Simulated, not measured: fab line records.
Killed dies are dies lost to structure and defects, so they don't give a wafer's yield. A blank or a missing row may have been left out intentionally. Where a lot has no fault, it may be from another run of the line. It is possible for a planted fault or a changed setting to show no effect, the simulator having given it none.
Struck lot and sound lot, side by side :: flow rit cmos :: 22 steps out of a route of 202
Sound: these wafers, L951.1, L951.3, L951.6. The struck wafers were L958.3, L958.5, L958.6. At the end, the cause is stated.
Order at every step that has rows: each side's tool, ch and its chambers, its first start. Under that, the readings that differ: sound wafers :: struck wafers :: difference of the means :: sigmas: that difference in standard deviations of wafers without a fault.
alike: readings with means less than 2 such deviations apart, plus words and numbers identical on both sides. not compared: withheld readings, readings lacking a value on some wafer, bounds such as >300 that could conceal the same value, and numbers that have no deviation in the record and whose values overlap.
A row with sigmas, a row that says differs or no value, or rows on one side alone: a step with any of these is where the two part. Numbers that don't overlap but have no deviation are shown without sigmas and don't part them. Lack of a reading on every wafer of one side parts them only where that side has two or more wafers.

first, 4 steps without rows for these wafers: RIT_NLDD_SOFTBAKE_02 (time 60 s); RIT_NLDD_EXPOSE_03 (exposes mask M7, target cd 40700 nm); RIT_NLDD_PEB_04; RIT_NLDD_DEVELOP_05 (develop time 50 s).
RIT_NLDD_OVL_MEAS_06:
  struck on overlay-02, day 6 03:43; sound on overlay-01, day 4 18:38
  alike: NLDD_OVL
then, 2 steps without rows for these wafers: RIT_NLDD_HARDBAKE_07 (time 60 s); RIT_NLDD_IMPLANT_08.
RIT_NLDD_STRIP_09: strips in O2, time 180 s.
  sound on plasma asher-01 ch 0,1, day 4 18:59; struck on plasma asher-04 ch 0,1, day 6 04:06
  alike: drypump motor current A
  not compared: rf hours counter h
RIT_NLDD_TW_MEAS_10:
  struck on film metro-04, day 6 04:14; sound on film metro-04, day 4 19:09
reading: NLDD_TW
sound: 2481 2468 2470
struck: 2501 2500 2510
difference: +31
sigmas: +3
then, 3 steps without rows for these wafers: RIT_PLDD_HMDS_00 (prime time 60 s); RIT_PLDD_COAT_01 (resist thk 1000 nm); RIT_PLDD_SOFTBAKE_02 (time 60 s).
RIT_PLDD_EXPOSE_03: exposes mask M8, target cd 40900 nm.
  sound on iline stepper-02 ch 0, day 4 19:40; struck on iline stepper-02 ch 0, day 6 04:53
reading: mask
sound: M8#0 M8#0 M8#0
struck: M7#0 M7#0 M7#0
difference: differs
sigmas: 
then, 2 steps without rows for these wafers: RIT_PLDD_PEB_04; RIT_PLDD_DEVELOP_05 (develop time 50 s).
RIT_PLDD_OVL_MEAS_06:
  struck on overlay-01, day 6 05:16; sound on overlay-02, day 4 20:04
reading: PLDD_OVL (nm)
sound: 1.0 0.3 0.0
struck: - - -
difference: no value on the struck wafers
sigmas: 
then, 2 steps without rows for these wafers: RIT_PLDD_HARDBAKE_07 (time 60 s); RIT_PLDD_IMPLANT_08.
RIT_PLDD_STRIP_09: strips in O2, time 180 s.
  sound on plasma asher-03 ch 0,1, day 4 20:24; struck on plasma asher-04 ch 0,1, day 6 05:39
reading: drypump motor current A (A)
sound: 5.2 5.2 5.3
struck: 5.9 5.9 5.8
difference: +0.6
sigmas: +2
  not compared: rf hours counter h
RIT_PLDD_TW_MEAS_10:
  struck on film metro-02, day 6 05:47; sound on film metro-02, day 4 20:34
reading: PLDD_TW
sound: 2345 2345 2330
struck: 30 30 30
difference: -2310
sigmas: -99 or more
then, 1 step without rows for these wafers: RIT_SPACER_CLEAN_00 (cleans in SC1, time 623.6 s).
RIT_M1_PROBE_99:
  only the struck wafers here have rows in the record (prober-01, day 6 19:44); the sound ones have none

WHERE THEY PART
Earliest at RIT_NLDD_TW_MEAS_10; latest, in this record, at RIT_M1_PROBE_99.

WHY: whatever the simulator had introduced
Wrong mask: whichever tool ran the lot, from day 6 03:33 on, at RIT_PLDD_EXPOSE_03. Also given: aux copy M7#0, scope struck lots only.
